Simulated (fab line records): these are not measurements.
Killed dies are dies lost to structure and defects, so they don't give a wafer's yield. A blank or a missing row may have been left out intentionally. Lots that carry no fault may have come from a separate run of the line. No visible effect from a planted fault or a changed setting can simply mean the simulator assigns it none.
Which of the tools did it? ; flow rit cmos ; 39 wafers from 13 lots sampled at 2 of the route's 202 steps

## WHAT THE GAUGES READ, wafer by wafer
RIT_CONTACT_THK_MEAS_01.
lot;measured;on;CONTACT_TEOS_THK (nm)
L935;day 3 09:11;film metro-02;395 393 399
L936;day 3 11:46;film metro-01;399 401 405
L937;day 3 15:23;film metro-04;392 397 405
L938;day 3 20:22;film metro-04;405 408 408
L940;day 4 04:19;film metro-01;401 397 407
L941;day 4 08:26;film metro-01;402 410 408
L942;day 4 18:49;film metro-01;393 387 390
L944;day 5 00:28;film metro-02;399 401 402
L946;day 5 11:02;film metro-02;400 403 405
L953;day 7 07:01;film metro-01;320 404 321
L955;day 7 15:52;film metro-01;395 406 408
L957;day 8 01:56;film metro-01;394 394 403
L958;day 8 08:23;film metro-01;396 391 391

## EACH LOT AND THE TOOL THAT RAN IT (in order: tool; ch and the chambers of the sampled wafers; start)
lot;RIT_CONTACT_CVD_00
L935;pecvd-04 ch 1,2, day 3 09:07
L936;pecvd-03 ch 0,1,2, day 3 11:43
L937;pecvd-01 ch 1,2, day 3 15:20
L938;pecvd-04 ch 0,2, day 3 20:18
L940;pecvd-01 ch 0,1,2, day 4 04:16
L941;pecvd-04 ch 0,2, day 4 08:23
L942;pecvd-03 ch 0,1, day 4 18:44
L944;pecvd-04 ch 0,1, day 5 00:24
L946;pecvd-01 ch 0,2, day 5 10:59
L953;pecvd-04 ch 1,2, day 7 06:58
L955;pecvd-01 ch 0,2, day 7 15:49
L957;pecvd-03 ch 0,1,2, day 8 01:53
L958;pecvd-01 ch 0,1,2, day 8 08:20
- RIT_CONTACT_CVD_00: deposits SiO2 from TEOS, target thk 400 nm, time 61 s.

## WHAT THE TOOLS THEMSELVES READ (means of the sampled wafers that have a number; where no wafer has one, the mark that the record gives instead)
RIT_CONTACT_CVD_00.
lot;tool;heater power w (W)
L935;pecvd-04;373
L936;pecvd-03;312
L937;pecvd-01;346
L938;pecvd-04;376
L940;pecvd-01;314
L941;pecvd-04;311
L942;pecvd-03;297
L944;pecvd-04;325
L946;pecvd-01;270
L953;pecvd-04;396
L955;pecvd-01;298
L957;pecvd-03;280
L958;pecvd-01;326

## THE ANSWER, worked out from the rows above alone
Rule: what is usual is taken from the lots themselves. Put in order of their means at a reading, lots are off if they are a third of the lots or fewer, leave a main group of 4 or more, and stand apart from it by a gap of 3 or more times the standard deviation of the main group's means; of several such gaps the widest counts. A main group is skipped when, at the precision printed for the reading in the tables above, its means are all equal. A lot without any number at a reading at which 4 lots or more have one is off too. Where the step has rows for the other lots, those lots are counted as sound. After the gauges, taken in route order, come the tools' own readings; for these a lot's mean is taken, as printed above. At the first step where some lot is off, the reading lying furthest off is the one used; lots without a number count as furthest.
Off: at RIT_CONTACT_THK_MEAS_01 (CONTACT_TEOS_THK), L953. Mean 400 nm and standard deviation 5 in the main group.
A tool fits if, at a process step before that reading, it ran every lot that is off, and no sound lot after the first of them. Those tools and the gauges at RIT_CONTACT_THK_MEAS_01 are tried in the same way. One fits: RIT_CONTACT_CVD_00 on pecvd-04. Its last sound lot is L944 (day 5 00:24), its first lot that is off L953 (day 7 06:58): a fault that began between those two fits.

## WHAT WAS PUT IN BY THE SIMULATOR
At RIT_CONTACT_CVD_00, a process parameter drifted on pecvd-04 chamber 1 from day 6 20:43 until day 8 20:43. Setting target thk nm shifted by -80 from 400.
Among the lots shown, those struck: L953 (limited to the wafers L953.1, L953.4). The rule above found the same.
